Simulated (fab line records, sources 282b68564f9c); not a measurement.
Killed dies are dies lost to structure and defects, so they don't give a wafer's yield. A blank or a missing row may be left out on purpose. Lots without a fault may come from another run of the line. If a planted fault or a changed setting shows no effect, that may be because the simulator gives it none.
Split-lot trial -- flow rit_cmos -- 5 lots, 23 wafers read, on a route of 202 steps

ON THE SPLIT
At RIT_GATE_SOFTBAKE_12 (time 60 s), the setting temp_c was moved away from the recipe's 90 C on 6 of the 23 wafers read, by -3.3% to +2.9%. For the rest of the wafers, this setting stayed at what the recipe calls for.

FROM THE SPLIT TO THE READING: what the file shows between them, 2 steps
- RIT_GATE_EXPOSE_13: exposes mask M6, target cd 150 nm (also split here: dose_mj)
- RIT_GATE_PEB_14

THE READING
NOVOLAK_of_GATE_COAT_11.thk_nm (the simulator's own value, which no gauge read), in nm, at RIT_GATE_DEVELOP_15 (develop time 50 s). There is no usual value for it anywhere in the file. Here, 17 wafers ran the recipe; their average is 851.6 nm with a standard deviation of 2.8 nm.

wafer,"tool, chamber at the split","temp_c as run, C",against the recipe,"NOVOLAK_of_GATE_COAT_11.thk_nm, nm",against lot-mates on the recipe
L080.1,"litho_track-04, 0",90,recipe,854.8,-
L080.2,"litho_track-04, 0",90,recipe,856.4,-
L080.3,"litho_track-04, 0",90,recipe,854.9,-
L080.4,"litho_track-04, 0",90,recipe,853.4,-
L080.6,"litho_track-04, 0",90,recipe,855.7,-
L081.1,"litho_track-03, 0",90,recipe,851,-
L081.2,"litho_track-03, 0",90,recipe,851.6,-
L081.3,"litho_track-03, 0",90,recipe,853.1,-
L081.4,"litho_track-03, 0",90,recipe,850.3,-
L081.5,"litho_track-03, 0",90,recipe,851.9,-
L083.1,"litho_track-02, 0",87.01,-3.3%,854,+6.4
L083.2,"litho_track-02, 0",90,recipe,847.5,-
L083.4,"litho_track-02, 0",87.01,-3.3%,852.7,+5.1
L083.5,"litho_track-02, 0",90,recipe,847.8,-
L083.6,"litho_track-02, 0",87.01,-3.3%,856.7,+9.1
L084.3,"litho_track-03, 0",90,recipe,848.9,-
L084.4,"litho_track-03, 0",90,recipe,849.3,-
L084.6,"litho_track-03, 0",90,recipe,847.1,-
L085.2,"litho_track-02, 0",92.61,+2.9%,844,-7.5
L085.3,"litho_track-02, 0",90,recipe,851,-
L085.4,"litho_track-02, 0",92.61,+2.9%,847.4,-4.1
L085.5,"litho_track-02, 0",92.61,+2.9%,846.8,-4.7
L085.6,"litho_track-02, 0",90,recipe,852,-

FIT RESULTS
A straight line over all 23 wafers: NOVOLAK_of_GATE_COAT_11.thk_nm changes by -1.32 nm for each +1% of temp_c; r = -0.63; the points scatter about the line by 2.8 nm.
The same after taking each lot's own level away (the mean of its wafers on the recipe; 23 wafers): -1.97 nm for each +1%; r = -0.94; scatter 1.2 nm.
The reading moves by 6.6 nm for the largest change in temp_c, on that fit.
The lots' own levels span 847.65 to 855.04 nm, that is 2.6 times the standard deviation above.
So the lot-to-lot level blurs the effect unless lot-mates are compared.
Check: +6.71 nm against its lot-mates is what the line predicts for one of the wafers moved furthest among these (-3.3%) when that wafer is left out of the fit. It came out at +6.35 nm against them.

THESE WAFERS: OTHER SPLITS
Before the reading, these wafers also passed through other splits. Each is held against what the fit with the lots' levels taken away leaves over:
other split on the same wafers,wafers away from the commonest value,r with NOVOLAK_of_GATE_COAT_11.thk_nm (lot level and that fit taken away)
RIT_PRETRO_SOFTBAKE_02 time_s,10,-0.10
RIT_GATE_OXIDATION_05 ox_time_s,15,+0.04
RIT_GATE_EXPOSE_13 dose_mj,7,-0.30

THE FILE'S OWN FIT
NOVOLAK_of_GATE_COAT_11.thk_nm changes by -1.97 nm for each +1% of temp_c, r = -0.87.
